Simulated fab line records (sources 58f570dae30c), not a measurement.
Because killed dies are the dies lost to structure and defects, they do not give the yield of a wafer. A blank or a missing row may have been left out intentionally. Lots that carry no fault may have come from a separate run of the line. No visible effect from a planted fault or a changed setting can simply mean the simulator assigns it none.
Chamber matching + flow berkeley-cmos170 + wet-bench-02 running UCB170_WELLDRIVE_WET_ETCH_04: 3 sister chambers
The step etches SiO2 in BOE, time 120 s. 6 wafers are shown with their chamber, then 5 later ones without.

== WAFERS, EACH WITH ITS CHAMBER ==
| wafer  | chamber | bath-heat-duty-pct (%) | run-length-s (s) |
|--------|---------|------------------------|------------------|
| L214.4 | 3       | 5.3                    | 146.4            |
| L214.6 | 3       | 5.5                    | 146.4            |
| L220.5 | 0       | 6.3                    | 146.5            |
| L221.4 | 1       | 6.1                    | 152.6            |
| L221.5 | 1       | 6.0                    | 152.6            |
| L222.3 | 0       | 7.5                    | 153.9            |

== WAFERS WITHOUT THEIR CHAMBER ==
| wafer  | bath-heat-duty-pct (%) | run-length-s (s) |
|--------|------------------------|------------------|
| L222.4 | 7.2                    | 153.9            |
| L222.5 | 6.2                    | 153.9            |
| L231.3 | 5.3                    | 145.3            |
| L231.4 | 5.3                    | 145.3            |
| L231.6 | 6.3                    | 145.3            |

== THE CHAMBER EACH PASSED THROUGH ==
| wafer  | from the rows above          | in truth                   |
|--------|------------------------------|----------------------------|
| L222.4 | can't be placed: 0 or 1      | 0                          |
| L222.5 | can't be placed: 1 or 0      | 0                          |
| L231.3 | 3                            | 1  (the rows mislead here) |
| L231.4 | 3                            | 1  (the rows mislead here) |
| L231.6 | can't be placed: 3 or 0 or 1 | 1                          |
Correctly placed: 0 of 5. Not placeable from these rows: 3 (in 3, the candidates include the true chamber). 2 placed wrongly.
How it was worked out, from the rows above alone: a wafer's distance from a chamber is the root of the sum, over the readings, of the square of ((its reading less the chamber's mean) divided by the reading's scatter). If the next closest chamber is less than 2 further off than the closest, the wafer can't be placed; otherwise it belongs to the closest. A chamber's mean is the mean of its shown wafers. The scatter: take each reading less its chamber's mean, square it, sum over the shown wafers, divide by the number of wafers less the number of chambers, and take the root.
